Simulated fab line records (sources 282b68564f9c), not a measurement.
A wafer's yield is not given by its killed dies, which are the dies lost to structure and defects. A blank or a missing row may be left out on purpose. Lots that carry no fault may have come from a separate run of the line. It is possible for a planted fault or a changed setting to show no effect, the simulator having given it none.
fab line records	flow ritCmos
[record] lots = 6	wafers = 18	lastDay = 7
route steps=202 shown ACTIVE@14 FOX1@20 FOX2@23 NWELL@28 PWELL@39 WELLDRIVE@50 NRETRO@53 GATE@79
lots that met no fault: taken from a fault-free run of the same line
startH: the number of hours between the record's first day and the start of the first shown wafer of the lot	waitH: time in hours since the lot's previous step	" repeats the value in the row above	L1.1+2: several wafers, shown together as one row	- no value, or no start given	* or withheld: withheld	< > ~ a bound
route shown NAME@n: names a module that has steps shown in the file, with the first one's number in the route	usual: the fault-free wafers' mean and standard deviation	same: alike in all rows	chamber/n: place in a boat	sites: the reading at each site	_std_site: their standard deviation	_edge_site: the outer-site mean with the inner-site mean subtracted	radiusMm: how far each site lies from the wafer's centre	mask NAME#n: copy n	behind: the most recent tool/chamber to have shaped the wafer	hold: cause of the lot's hold/its duration in hours/its outcome	device: whichever transistor did not switch (one of n, p or np)	end of line: tests run on the same wafers once the route is complete	a step without rows: its recipe alone	killed: count of dies lost to structure and defects at first sort (not the wafer's yield)	map: dies across one wafer; x = killed, . = not, _ = none there
set.NAME: setting as actually run; set.NAME@STEP: the setting as run at that earlier step	model.NAME: the simulator's own value behind a step, which no gauge read
lots at selected steps of the route; one table per step, one row per wafer
services: a tool's chamber out of use, with start hour (startH, from the record's first day; less than 0 if before it), hours out, and reason
[[steps]]
[step RIT_ACTIVE_ETCH_13]
[recipe] stopOn = SiO2	chemistry = SF6	target = Si3N4	timeS = 210	overEtchFrac = 0.4	SF6_flow_sccm = 200	pressureMtorr = 260	rfW = 125	targetDepthA = 2100
[usual] SF6_flow_sccm = 200.0/0.62	chamberPressureMTorr = 259.98/0.26	drypumpMotorCurrentA = 5.8/0.38	oesProductAu = 0.818/0.014	throttleValvePct = 7.51/0.13
lot.wafer	tool	chamber	startH	waitH	SF6_flow_sccm	chamberPressureMTorr	drypumpMotorCurrentA	oesProductAu	rfHoursCounterH	throttleValvePct
L422.3	rieDiel-04	3	19.86	0.1	200.4	260.06	5.5	0.816	7	7.34
L422.4	"	0	"	"	200.4	259.68	5.1	0.828	142	7.46
L422.6	"	0	"	"	200.6	260.11	5.1	0.826	-	7.46
L431.2	rieDiel-04	3	64.71	0.1	201.0	260.06	5.6	0.829	8	7.35
L431.4	"	1	"	"	199.9	260.23	6.1	0.833	112	7.63
L431.6	"	1	"	"	201.2	260.10	6.1	0.850	-	7.62
L434.2	rieDiel-01	2	80.24	0.1	200.5	259.87	6.0	0.805	95	7.54
L434.3	"	1	"	"	199.9	259.93	5.6	0.833	153	7.38
L434.5	"	3	"	"	200.6	260.20	5.6	0.825	-	7.48
L435.2	rieDiel-01	0	84.83	0.1	200.6	259.86	6.7	0.845	0	7.51
L435.3	"	2	"	"	199.6	259.86	6.0	0.814	95	7.57
L435.6	"	1	"	"	199.2	259.91	5.6	0.835	-	7.36
L437.1	rieDiel-02	0	94.83	0.1	199.4	260.03	6.0	0.800	57	7.71
L437.2	"	1	"	"	199.2	259.85	5.3	0.819	9	7.38
L437.5	"	3	"	"	200.2	259.76	5.8	0.798	-	7.77
L442.1	rieDiel-02	1	119.71	0.1	200.3	259.91	5.3	0.820	9	7.39
L442.2	"	3	"	"	199.6	259.61	5.9	0.804	92	7.76
L442.4	"	0	"	"	200.7	259.72	6.0	0.808	57	7.69
[step RIT_ACTIVE_STRIP_14]
[recipe] chemistry = O2	timeS = 180	resist = NOVOLAK	platenTempC = withheld	powerW = 500	pressureMtorr = 4000	o2FlowSccm = 4000
[usual] drypumpMotorCurrentA = 5.93/0.24	rfReflPowerW = 7.5/1.5
lot.wafer	tool	chamber	startH	waitH	drypumpMotorCurrentA	rfHoursCounterH	rfReflPowerW
L422.3	plasmaAsher-01	0	20.05	0.1	6.31	-	5.8
L422.4	"	1	"	"	5.74	-	7.2
L422.6	"	0	"	"	6.31	-	6.1
L431.2	plasmaAsher-01	0	64.84	0.1	6.33	43	5.7
L431.4	"	1	"	"	5.72	-	7.3
L431.6	"	0	"	"	6.34	-	5.8
L434.2	plasmaAsher-01	1	80.37	0.1	5.74	44	7.5
L434.3	"	0	"	"	6.27	-	5.8
L434.5	"	1	"	"	5.72	-	7.0
L435.2	plasmaAsher-01	1	84.97	0.1	5.76	45	6.9
L435.3	"	0	"	"	6.31	-	5.9
L435.6	"	1	"	"	5.75	-	7.0
L437.1	plasmaAsher-02	0	94.97	0.1	5.87	45	8.2
L437.2	"	1	"	"	5.82	45	10.2
L437.5	"	1	"	"	5.83	-	10.2
L442.1	plasmaAsher-02	1	119.84	0.1	5.82	48	10.2
L442.2	"	0	"	"	5.84	48	8.1
L442.4	"	1	"	"	5.83	-	10.1
[step RIT_ACTIVE_CD_MEAS_90]
[recipe] targetCdNm = 1400
[usual] cdNm = 1400.0/1.7
lot.wafer	tool	chamber	startH	waitH	cdNm
L422.3	cdSem-02	-	20.21	0.1	1400.9
L422.4	"	-	"	"	1400.5
L422.6	"	-	"	"	1399.9
L431.2	cdSem-01	-	65.04	0.1	1399.2
L431.4	"	-	"	"	1399.0
L431.6	"	-	"	"	1400.9
L434.2	cdSem-01	-	80.57	0.1	1398.7
L434.3	"	-	"	"	1400.1
L434.5	"	-	"	"	1400.5
L435.2	cdSem-01	-	85.16	0.1	1400.1
L435.3	"	-	"	"	1402.1
L435.6	"	-	"	"	1400.6
L437.1	cdSem-01	-	95.14	0.1	1401.3
L437.2	"	-	"	"	1400.7
L437.5	"	-	"	"	1399.7
L442.1	cdSem-01	-	120.02	0.1	1400.2
L442.2	"	-	"	"	1398.0
L442.4	"	-	"	"	1397.8
[step RIT_ACTIVE_CLEAN_15]
[recipe] chemistry = SC1	mix = 3:3:50	timeS = 600	tempC = 75
[step RIT_ACTIVE_CLEAN_16]
[recipe] chemistry = dHF	dilution = 50:1	timeS = 30
[step RIT_ACTIVE_CLEAN_17]
[recipe] chemistry = SC2	mix = 3:3:50	timeS = 600	tempC = 75	dry = n2Spin
[step RIT_FOX1_OXIDATION_00]
[recipe] tempC = 1100	ambient = H2O	targetThkA = 3507	pH2oTorr = 720	oxTimeS = 1130
[step RIT_FOX1_THK_MEAS_01]
[recipe] reads = SiO2_of_FOX1_OXIDATION_00
[usual] FOX1_OXIDE_THK = 353/7.4
lot.wafer	tool	chamber	startH	waitH	FOX1_OXIDE_THK[nm]
L422.3	filmMetro-02	-	22.01	0.0	363
L422.4	"	-	"	"	358
L422.6	"	-	"	"	358
L431.2	filmMetro-03	-	66.83	0.0	352
L431.4	"	-	"	"	349
L431.6	"	-	"	"	346
L434.2	filmMetro-04	-	82.37	0.0	347
L434.3	"	-	"	"	354
L434.5	"	-	"	"	349
L435.2	filmMetro-02	-	86.97	0.0	342
L435.3	"	-	"	"	351
L435.6	"	-	"	"	354
L437.1	filmMetro-02	-	97.26	0.0	362
L437.2	"	-	"	"	359
L437.5	"	-	"	"	363
L442.1	filmMetro-04	-	122.17	0.0	340
L442.2	"	-	"	"	346
L442.4	"	-	"	"	348
[step RIT_FOX1_WET_ETCH_02]
[recipe] chemistry = BOE	targetDepthNm = 350	timeS = 390	tempC = 21.5	dry = n2Spin	dilution = 10:1	target = SiO2
[step RIT_FOX2_OXIDATION_00]
[recipe] tempC = 1100	ambient = H2O	targetThkA = 3507	pH2oTorr = 720	oxTimeS = 1130
[step RIT_FOX2_THK_MEAS_01]
[recipe] reads = SiO2_of_FOX2_OXIDATION_00
[usual] FOX2_OXIDE_THK = 354/5.6
lot.wafer	tool	chamber	startH	waitH	FOX2_OXIDE_THK[nm]
L422.3	filmMetro-02	-	23.50	0.0	351
L422.4	"	-	"	"	350
L422.6	"	-	"	"	351
L431.2	filmMetro-02	-	68.32	0.0	363
L431.4	"	-	"	"	360
L431.6	"	-	"	"	365
L434.2	filmMetro-04	-	83.87	0.0	355
L434.3	"	-	"	"	361
L434.5	"	-	"	"	353
L435.2	filmMetro-02	-	88.47	0.0	351
L435.3	"	-	"	"	345
L435.6	"	-	"	"	347
L437.1	filmMetro-04	-	98.75	0.0	352
L437.2	"	-	"	"	348
L437.5	"	-	"	"	355
L442.1	filmMetro-01	-	123.66	0.0	347
L442.2	"	-	"	"	353
L442.4	"	-	"	"	353
[step RIT_FOX2_CLEAN_02]
[recipe] chemistry = dHF	dilution = 50:1	timeS = 180
[step RIT_FOX2_WET_ETCH_03]
[recipe] chemistry = H3PO4	target = Si3N4	targetDepthNm = 195	tempC = 165	timeS = 2700
[usual] bathGuardTempC = 165.0/0.59	bathHeatDutyPct = 29/3.5
lot.wafer	tool	chamber	startH	waitH	bathGuardTempC	bathHeatDutyPct	model.Si3N4_of_ACTIVE_CVD_03.thkNm	model.SiO2_of_FOX2_OXIDATION_00.thkNm	model.SiO2_of_ACTIVE_OXIDATION_01.thkNm
L422.3	wetBench-04	1	23.60	0.0	164.8	33	0	324.1	39.3
L422.4	"	1	"	"	165.0	31	0	322.1	37.85
L422.6	"	1	"	"	165.1	31	0	324.2	38.19
L431.2	wetBench-01	2	68.43	0.0	164.6	33	0	335.5	40.24
L431.4	"	2	"	"	164.5	31	0	332.9	38.95
L431.6	"	2	"	"	164.4	33	0	338.3	38.95
L434.2	wetBench-04	1	83.98	0.0	-	-	128.6	338.6	44.01
L434.3	"	1	"	"	-	-	128.9	344.3	41.19
L434.5	"	1	"	"	-	-	129.7	336.7	42.73
L435.2	wetBench-02	1	88.58	0.0	-	-	131.8	333.9	44.2
L435.3	"	1	"	"	-	-	131.8	328.5	45.3
L435.6	"	1	"	"	-	-	131	330.4	41.15
L437.1	wetBench-01	1	98.87	0.0	166.1	27	0	325	40.47
L437.2	"	1	"	"	165.9	27	0	320.5	39.95
L437.5	"	1	"	"	165.8	28	0	327.9	38.74
L442.1	wetBench-01	2	123.78	0.0	164.6	30	0	319.6	40.1
L442.2	"	2	"	"	164.5	32	0	325.1	37.14
L442.4	"	2	"	"	164.6	31	0	325.1	38.97
[step RIT_NWELL_HMDS_00]
[recipe] primeTimeS = 61.01	primeTempC = 140
[step RIT_NWELL_COAT_01]
[recipe] resist = NOVOLAK	spinRpm = 2000	resistThkNm = 1300
[step RIT_NWELL_SOFTBAKE_02]
[recipe] resist = NOVOLAK	tempC = 90	timeS = 60
[step RIT_NWELL_EXPOSE_03]
[recipe] maskId = M2	na = 0.57	targetCdNm = 43900	doseMj = 250
[step RIT_NWELL_PEB_04]
[recipe] resist = NOVOLAK	tempC = withheld	timeS = withheld
[step RIT_NWELL_DEVELOP_05]
[recipe] resist = NOVOLAK	developTimeS = 68	devTempC = 23
[step RIT_NWELL_OVL_MEAS_06]
[usual] NWELL_OVL = -0.8/1.6
lot.wafer	tool	chamber	startH	waitH	NWELL_OVL[nm]
L422.3	overlay-02	-	25.34	-	-0.4
L422.4	"	-	"	"	-0.9
L422.6	"	-	"	"	0.3
L431.2	overlay-02	-	70.26	-	-0.9
L431.4	"	-	"	"	-2.1
L431.6	"	-	"	"	-5.1
L434.2	overlay-02	-	85.72	-	0.3
L434.3	"	-	"	"	0.6
L434.5	"	-	"	"	-0.6
L435.2	overlay-01	-	90.35	-	-0.3
L435.3	"	-	"	"	-2.3
L435.6	"	-	"	"	-0.3
L437.1	overlay-01	-	100.70	-	-1.7
L437.2	"	-	"	"	-2.5
L437.5	"	-	"	"	-1.8
L442.1	overlay-01	-	125.87	-	-1.1
L442.2	"	-	"	"	-2.1
L442.4	"	-	"	"	-0.1
[step RIT_NWELL_HARDBAKE_07]
[recipe] resist = NOVOLAK	tempC = 140	timeS = 120
[step RIT_NWELL_IMPLANT_08]
[recipe] species = P	energyKev = 170	doseCm2 = 5e+13	tiltDeg = 6.754
[step RIT_NWELL_STRIP_09]
[recipe] chemistry = O2	timeS = 180	resist = NOVOLAK	platenTempC = withheld	powerW = 500	pressureMtorr = 4000	o2FlowSccm = 4000
[usual] drypumpMotorCurrentA = 6.03/0.27	rfReflPowerW = 7.2/1.2
lot.wafer	tool	chamber	startH	waitH	drypumpMotorCurrentA	rfHoursCounterH	rfReflPowerW
L422.3	plasmaAsher-01	1	25.82	0.1	5.70	-	7.7
L422.4	"	0	"	"	6.30	-	6.1
L422.6	"	0	"	"	6.30	-	5.9
L431.2	plasmaAsher-02	1	70.69	0.1	5.83	43	10.5
L431.4	"	1	"	"	5.83	-	10.4
L431.6	"	1	"	"	5.83	-	10.4
L434.2	plasmaAsher-01	1	86.15	0.1	5.69	45	7.3
L434.3	"	1	"	"	5.70	-	7.5
L434.5	"	0	"	"	6.30	-	6.0
L435.2	plasmaAsher-02	1	90.78	0.1	5.84	45	9.9
L435.3	"	1	"	"	5.84	-	9.8
L435.6	"	1	"	"	5.84	-	9.8
L437.1	plasmaAsher-01	0	101.13	0.1	6.31	46	5.9
L437.2	"	1	"	"	5.70	46	7.4
L437.5	"	0	"	"	6.30	-	5.9
L442.1	plasmaAsher-04	0	126.31	0.1	6.38	36	6.5
L442.2	"	1	"	"	5.86	36	6.6
L442.4	"	0	"	"	6.41	-	6.5
[step RIT_NWELL_TW_MEAS_10]
[usual] NWELL_TW = 2135/10
lot.wafer	tool	chamber	startH	waitH	NWELL_TW
L422.3	filmMetro-04	-	25.96	0.1	2133
L422.4	"	-	"	"	2141
L422.6	"	-	"	"	2136
L431.2	filmMetro-01	-	70.88	0.1	2136
L431.4	"	-	"	"	2140
L431.6	"	-	"	"	2139
L434.2	filmMetro-03	-	86.34	0.1	2118
L434.3	"	-	"	"	2125
L434.5	"	-	"	"	2135
L435.2	filmMetro-01	-	90.97	0.1	2139
L435.3	"	-	"	"	2117
L435.6	"	-	"	"	2140
L437.1	filmMetro-04	-	101.31	0.1	2149
L437.2	"	-	"	"	2149
L437.5	"	-	"	"	2134
L442.1	filmMetro-04	-	126.48	0.1	2142
L442.2	"	-	"	"	2138
L442.4	"	-	"	"	2123
[step RIT_PWELL_HMDS_00]
[recipe] primeTimeS = 60	primeTempC = 140
[step RIT_PWELL_COAT_01]
[recipe] resist = NOVOLAK	spinRpm = 2000	resistThkNm = 1300
[step RIT_PWELL_SOFTBAKE_02]
[recipe] resist = NOVOLAK	tempC = 90	timeS = 60
[step RIT_PWELL_EXPOSE_03]
[recipe] maskId = M3	na = 0.57	targetCdNm = 43700	doseMj = 250
[step RIT_PWELL_PEB_04]
[recipe] resist = NOVOLAK	tempC = withheld	timeS = withheld
[step RIT_PWELL_DEVELOP_05]
[recipe] resist = NOVOLAK	developTimeS = 68	devTempC = 23
[step RIT_PWELL_OVL_MEAS_06]
[usual] PWELL_OVL = 0.1/1.7
lot.wafer	tool	chamber	startH	waitH	PWELL_OVL[nm]
L422.3	overlay-01	-	26.89	-	2.8
L422.4	"	-	"	"	1.5
L422.6	"	-	"	"	2.0
L431.2	overlay-01	-	72.04	-	0.5
L431.4	"	-	"	"	1.8
L431.6	"	-	"	"	2.7
L434.2	overlay-01	-	87.65	-	0.2
L434.3	"	-	"	"	1.4
L434.5	"	-	"	"	-0.4
L435.2	overlay-02	-	92.03	-	1.2
L435.3	"	-	"	"	-1.3
L435.6	"	-	"	"	-0.2
L437.1	overlay-02	-	102.37	-	0.6
L437.2	"	-	"	"	0.5
L437.5	"	-	"	"	-2.4
L442.1	overlay-02	-	127.42	-	-1.2
L442.2	"	-	"	"	0.9
L442.4	"	-	"	"	-1.9
[step RIT_PWELL_HARDBAKE_07]
[recipe] resist = NOVOLAK	tempC = 140	timeS = 120
[step RIT_PWELL_IMPLANT_08]
[recipe] species = B	energyKev = 170	doseCm2 = 7e+13	tiltDeg = 7
[step RIT_PWELL_STRIP_09]
[recipe] chemistry = O2	timeS = 180	resist = NOVOLAK	platenTempC = withheld	powerW = 500	pressureMtorr = 4000	o2FlowSccm = 4000
[usual] drypumpMotorCurrentA = 6.00/0.29	rfReflPowerW = 6.9/1.1
lot.wafer	tool	chamber	startH	waitH	drypumpMotorCurrentA	rfHoursCounterH	rfReflPowerW
L422.3	plasmaAsher-03	0	27.37	0.1	5.60	-	5.7
L422.4	"	1	"	"	6.08	-	8.8
L422.6	"	0	"	"	5.58	-	5.7
L431.2	plasmaAsher-04	1	72.47	0.1	5.86	30	6.7
L431.4	"	1	"	"	5.88	-	6.7
L431.6	"	0	"	"	6.39	-	6.8
L434.2	plasmaAsher-03	0	88.08	0.1	5.61	43	5.8
L434.3	"	0	"	"	5.61	-	5.6
L434.5	"	0	"	"	5.63	-	5.4
L435.2	plasmaAsher-01	0	92.46	0.1	6.30	45	5.9
L435.3	"	0	"	"	6.30	-	5.8
L435.6	"	0	"	"	6.30	-	5.9
L437.1	plasmaAsher-01	1	102.81	0.1	5.73	47	8.1
L437.2	"	0	"	"	6.31	47	5.9
L437.5	"	1	"	"	5.69	-	7.0
L442.1	plasmaAsher-04	0	127.86	0.1	6.38	36	7.0
L442.2	"	1	"	"	5.86	36	6.5
L442.4	"	0	"	"	6.38	-	6.9
[step RIT_PWELL_TW_MEAS_10]
[usual] PWELL_TW = 947/5.5
lot.wafer	tool	chamber	startH	waitH	PWELL_TW
L422.3	filmMetro-04	-	27.51	0.1	941
L422.4	"	-	"	"	943
L422.6	"	-	"	"	942
L431.2	filmMetro-03	-	72.66	0.1	944
L431.4	"	-	"	"	941
L431.6	"	-	"	"	945
L434.2	filmMetro-01	-	88.26	0.1	943
L434.3	"	-	"	"	944
L434.5	"	-	"	"	949
L435.2	filmMetro-04	-	92.64	0.1	951
L435.3	"	-	"	"	954
L435.6	"	-	"	"	954
L437.1	filmMetro-01	-	102.99	0.1	951
L437.2	"	-	"	"	956
L437.5	"	-	"	"	957
L442.1	filmMetro-03	-	128.03	0.1	939
L442.2	"	-	"	"	941
L442.4	"	-	"	"	942
[step RIT_WELLDRIVE_ANNEAL_00]
[recipe] tempC = 1100	timeS = 14700	ambient = N2
[step RIT_NRETRO_HMDS_00]
[recipe] primeTimeS = 60	primeTempC = 140
[step RIT_NRETRO_COAT_01]
[recipe] resist = NOVOLAK	spinRpm = 2000	resistThkNm = 1300
[step RIT_NRETRO_SOFTBAKE_02]
[recipe] resist = NOVOLAK	tempC = 90	timeS = 60
[step RIT_GATE_CLEAN_04]
[recipe] chemistry = dHF	dilution = 50:1	timeS = 60	dry = n2Spin
lot.wafer	tool	chamber	startH	waitH	model.SiO2_of_FOX2_OXIDATION_00.thkNm
L422.3+6	wetBench-03	3	37.00	0.0	256.1
L422.4	"	3	"	"	253.9
L431.2	wetBench-01	1	81.90	0.0	268.1
L431.4	"	1	"	"	265.9
L431.6	"	1	"	"	270.9
L434.2	wetBench-01	2	97.26	0.0	269.3
L434.3	"	2	"	"	275.2
L434.5	"	2	"	"	267.2
L435.2	wetBench-03	3	102.23	0.0	265.7
L435.3	"	3	"	"	260.2
L435.6	"	3	"	"	262.4
L437.1	wetBench-03	2	112.50	0.0	256.2
L437.2	"	2	"	"	251.6
L437.5	"	2	"	"	259.1
L442.1	wetBench-04	3	137.80	0.0	249.7
L442.2	"	3	"	"	255.2
L442.4	"	3	"	"	255
[[services]]
tool	chamber	startH	hours	kind
rieDiel-01	0	-0.90	16.0	repair
plasmaAsher-02	-	14.94	0.9	repair
rieDiel-02	2	21.25	3.2	repair
plasmaAsher-03	-	37.01	14.6	pm
plasmaAsher-01	-	46.03	5.1	repair
plasmaAsher-02	-	51.44	2.8	pm
rieDiel-01	0	53.63	-	clean
rieDiel-01	0	53.63	18.6	scheduledDown
rieDiel-01	0	53.63	18.6	ventCycle
rieDiel-04	-	59.02	0.9	repair
rieDiel-02	0	73.39	13.9	repair
rieDiel-01	0	89.70	8.6	repair
rieDiel-04	0	93.81	9.9	repair
rieDiel-04	1	96.48	6.6	repair
plasmaAsher-01	-	105.73	12.0	repair
rieDiel-04	-	107.45	0.5	repair
plasmaAsher-01	-	117.71	9.0	pm
plasmaAsher-01	0	117.71	9.0	ventCycle
plasmaAsher-01	1	117.71	9.0	ventCycle
plasmaAsher-01	0	126.71	-	clean
plasmaAsher-01	1	126.71	-	clean
rieDiel-01	1	130.41	-	clean
rieDiel-01	1	130.41	15.5	scheduledDown
rieDiel-01	1	130.41	15.5	ventCycle
[[key]]
[firstSign] step = RIT_FOX2_WET_ETCH_03	reading = toolRecord	direction = missing
effect none on later readings
[modelEffect] step = RIT_FOX2_WET_ETCH_03	value = Si3N4_of_ACTIVE_CVD_03.thkNm	without = 0	struck = 130.3
[modelEffect] step = RIT_GATE_CLEAN_04	value = SiO2_of_FOX2_OXIDATION_00.thkNm	without = 256.2	struck = 266.7
metAt RIT_FOX2_WET_ETCH_03
struckWafers L434.2,L434.3,L434.5,L435.2,L435.3,L435.6
laterRowsLeftOut L434.2,L434.3,L434.5,L435.2,L435.3,L435.6
sortLeftOut L434.2,L434.3,L434.5,L435.2,L435.3,L435.6
testerLeftOut L434,L435
onsetBetween 23.60 83.98
[fault] kind = skippedStepWhole	tool = wetBench-02,wetBench-04	chamber = -	onsetH = 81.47	steps = RIT_FOX2_WET_ETCH_03	scope = struckLotsOnly
// testerLeftOut: of these lots the tester's yield and bins aren't shown, on N5 and GAA mostly nor the transistor test; their killed dies are dies lost to structure and defects alone, not to doping, threshold or leakage, so they don't give the yield
// sortLeftOut: the simulated sort isn't trusted on such a fault, so these wafers' sort isn't shown, and their yield isn't known
// laterRowsLeftOut: the simulator's readings of these wafers behind a module that went badly wrong aren't trusted and aren't shown, but for the sort
